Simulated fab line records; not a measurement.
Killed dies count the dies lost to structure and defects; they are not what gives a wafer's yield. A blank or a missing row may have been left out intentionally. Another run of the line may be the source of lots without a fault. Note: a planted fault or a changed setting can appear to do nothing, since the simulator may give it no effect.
Check of tool commonality | flow berkeley cmos170 | Sampled: 14 lots, 42 wafers

WHY THIS WAS OPENED
2 of 14 lots carry a flag on the reading NWELL_TW at UCB170_NWELL_TW_MEAS_16. Fault-free wafers read 1244, with a standard deviation of 12.
Rule: a lot is flagged when every wafer of it that has a number lies more than 4 standard deviations from that mean, or none has a number. As for the other lots, they are considered sound.

lot  | measured    | on            | NWELL_TW, wafer by wafer | flag
L907 | day 2 15:49 | film metro-01 | 1242 1239 1240           |
L908 | day 2 21:56 | film metro-04 | 1243 1245 1240           |
L909 | day 3 06:26 | film metro-04 | 1234 1239 1243           |
L911 | day 3 19:06 | film metro-01 | 1236 1237 1244           |
L912 | day 4 00:35 | film metro-02 | 1267 1269 1270           |
L914 | day 4 10:43 | film metro-04 | 1233 1230 1224           |
L915 | day 4 10:58 | film metro-04 | 1229 1235 1240           |
L916 | day 4 17:23 | film metro-01 | 1141 1133 1139           | FLAGGED
L918 | day 5 00:25 | film metro-01 | 1141 1143 1131           | FLAGGED
L919 | day 5 05:41 | film metro-02 | 1261 1263 1262           |
L922 | day 5 18:46 | film metro-01 | 1237 1243 1247           |
L924 | day 6 04:07 | film metro-02 | 1253 1264 1264           |
L927 | day 7 02:01 | film metro-04 | 1241 1234 1248           |
L928 | day 7 08:13 | film metro-01 | 1226 1233 1231           |
Average over the flagged lots: 1138; offset from the usual -106, equal to -9 standard deviations.

WHICH TOOL EACH LOT WENT THROUGH
2 process steps preceding the reading are held in the record, out of 331 steps in the route. Cell contents, in order: the tool; ch with the chambers the sampled wafers went through; the start.
lot  | flag    | UCB170_NWELL_ETCH_13              | UCB170_NWELL_IMPLANT_14
L907 |         | rie diel-04 ch 0,2,3, day 2 15:26 | implanter-04 ch 0, day 2 15:35
L908 |         | rie diel-04 ch 0,2, day 2 21:35   | implanter-01 ch 0, day 2 21:41
L909 |         | rie diel-04 ch 0,2, day 3 06:05   | implanter-04 ch 0, day 3 06:11
L911 |         | rie diel-04 ch 0,2,3, day 3 18:45 | implanter-04 ch 0, day 3 18:51
L912 |         | rie diel-03 ch 2,3, day 4 00:14   | implanter-01 ch 0, day 4 00:21
L914 |         | rie diel-04 ch 2,3, day 4 10:22   | implanter-04 ch 0, day 4 10:28
L915 |         | rie diel-01 ch 0,1,2, day 4 10:37 | implanter-03 ch 0, day 4 10:44
L916 | FLAGGED | rie diel-04 ch 2,3, day 4 17:02   | implanter-04 ch 0, day 4 17:08
L918 | FLAGGED | rie diel-03 ch 0,1,3, day 5 00:03 | implanter-04 ch 0, day 5 00:10
L919 |         | rie diel-04 ch 0,1,3, day 5 05:19 | implanter-03 ch 0, day 5 05:26
L922 |         | rie diel-03 ch 0,1, day 5 18:25   | implanter-03 ch 0, day 5 18:31
L924 |         | rie diel-01 ch 0,1,3, day 6 03:46 | implanter-03 ch 0, day 6 03:52
L927 |         | rie diel-04 ch 2,3, day 7 01:38   | implanter-01 ch 0, day 7 01:49
L928 |         | rie diel-01 ch 0,2,3, day 7 07:51 | implanter-03 ch 0, day 7 07:58
These steps, and what they do:
- UCB170_NWELL_ETCH_13: etches Si3N4 in CH3F/Ar/O2, stops on SiO2, target depth 246.4 nm, time 154 s.
- UCB170_NWELL_IMPLANT_14
- UCB170_NWELL_TW_MEAS_16

FLAGGED AGAINST TOTAL, ONE TOOL AT A TIME (gauges that did the reading follow at the end)
step                    | tool          | lots run | flagged | share of the flagged lots | sound lots run after its first flagged lot
UCB170_NWELL_ETCH_13    | rie diel-01   | 3        | 0       | none                      | -
UCB170_NWELL_ETCH_13    | rie diel-03   | 3        | 1       | some                      | 1 (L922)
UCB170_NWELL_ETCH_13    | rie diel-04   | 8        | 1       | some                      | 2 (L919,L927)
UCB170_NWELL_IMPLANT_14 | implanter-01  | 3        | 0       | none                      | -
UCB170_NWELL_IMPLANT_14 | implanter-03  | 5        | 0       | none                      | -
UCB170_NWELL_IMPLANT_14 | implanter-04  | 6        | 2       | all                       | 0
UCB170_NWELL_TW_MEAS_16 | film metro-01 | 6        | 2       | all                       | 2 (L922,L928)
UCB170_NWELL_TW_MEAS_16 | film metro-02 | 3        | 0       | none                      | -
UCB170_NWELL_TW_MEAS_16 | film metro-04 | 5        | 0       | none                      | -

WHAT IS ALLOWED BY THE TABLE
In 2 table rows, all flagged lots were run: implanter-04 (UCB170_NWELL_IMPLANT_14), film metro-01 (UCB170_NWELL_TW_MEAS_16).
- implanter-04 at UCB170_NWELL_IMPLANT_14 ran 6 lots, 2 of them flagged. It ran its last sound lot, L914, at day 4 10:28 and its first flagged lot, L916, at day 4 17:08: a fault with its onset between the two fits. Its own readings (beam on s, faraday current uA) fall more than 4 standard deviations out on all wafers of the flagged lots.
- film metro-01 at UCB170_NWELL_TW_MEAS_16 ran 6 lots, 2 of them flagged. Sound lots ran on it after the first flagged one (L922, L928), which a lasting fault on the whole tool wouldn't allow.
One tool is left: implanter-04 at UCB170_NWELL_IMPLANT_14.

WHAT THE SIMULATOR PUT IN
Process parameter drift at UCB170_NWELL_IMPLANT_14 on implanter-04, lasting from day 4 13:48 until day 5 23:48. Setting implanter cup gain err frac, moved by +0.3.
Lots struck among those shown: L916, L918. The rule above found the same.
